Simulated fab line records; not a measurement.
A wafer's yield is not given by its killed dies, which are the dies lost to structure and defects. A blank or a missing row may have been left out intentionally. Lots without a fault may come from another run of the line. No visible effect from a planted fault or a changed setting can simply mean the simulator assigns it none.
2 desks looking at one fault	flow berkeley cmos170	each desk has only its own numbers; what lay behind them comes last

== FOR THE TOOL OWNER'S DESK: litho track-02 ==
The tool's own readings at UCB170_M3_HMDS_04 (prime time 60 s): means of the sampled wafers that have a number, for each lot that ran on this tool. Marked OUT: a lot whose mean sits more than 4 standard deviations from the usual mean, which makes it out of limits; the brackets give that distance.
Columns: A = prime temp c at UCB170_M3_HMDS_04, usual 99.98 C
lot	first seen here	A
L113	day 9 13:35	99.91
L119	day 10 00:33	99.96
L120	day 10 04:05	100.04
L123	day 10 18:33	100.88 (+6.5) OUT
L128	day 11 20:06	100.95 (+6.9) OUT
L131	day 12 07:31	100.81 (+5.9) OUT
This desk finds L123, L128, L131 out of limits, L123 being first, at day 10 18:33 (prime temp c at UCB170_M3_HMDS_04). L113, L119, L120 stayed within limits.

== AT THE METROLOGY DESK ==
Lot by lot, what the gauges showed, no matter which tool ran the lot: averages of those sampled wafers that carry a number. Marked OUT: a lot whose mean sits more than 4 standard deviations from the usual mean, which makes it out of limits; the brackets give that distance.
Columns: A = V1_TEOS_THK at UCB170_V1_THK_MEAS_01, usual 1998 nm; B = V1_OVL at UCB170_V1_OVL_MEAS_13, usual 4 nm; C = M2_OVL at UCB170_M2_OVL_MEAS_16, usual -1 nm
lot	first seen here	A	B	C
L108	day 7 01:36	1983	1	-4
L110	day 8 03:19	1973	4	-2
L115	day 8 13:23	2012	7	9
L112	day 8 13:28	2002	4	-0
L114	day 8 13:33	1989	-0	-5
L116	day 8 23:49	1971	13	-2
L113	day 9 02:39	2009	6	2
L117	day 9 02:41	1982	8	2
L119	day 9 16:10	2007	2	1
L120	day 9 19:51	1979	2	-0
L123	day 10 08:49	1994	4	-11
L124	day 10 08:51	2019	7	-10
L128	day 11 11:25	1967	5	-0
L130	day 11 11:25	2017	8	-4
L131	day 11 23:41	2000	2	-5
Finding of this desk: none of the 15 lots has anything out of limits.

== TAKEN TOGETHER ==
The tool owner's desk had the chance to raise an alarm at day 10 18:33 on L123, L128, L131.
Nothing out of limits was seen by the metrology desk.
The metrology desk has L123, L128, L131 on record, within its limits.
UCB170_M3_HMDS_04 was run on litho track-02 by each of the lots named.

== WHAT THE SIMULATOR HAD INSERTED ==
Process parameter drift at UCB170_M3_HMDS_04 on litho track-02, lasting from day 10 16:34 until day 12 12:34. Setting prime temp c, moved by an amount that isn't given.
Lots struck among those shown: L123, L128, L131.
Delay in hours, fault start to first out-of-limits reading, by desk: the tool owner's desk at 2.
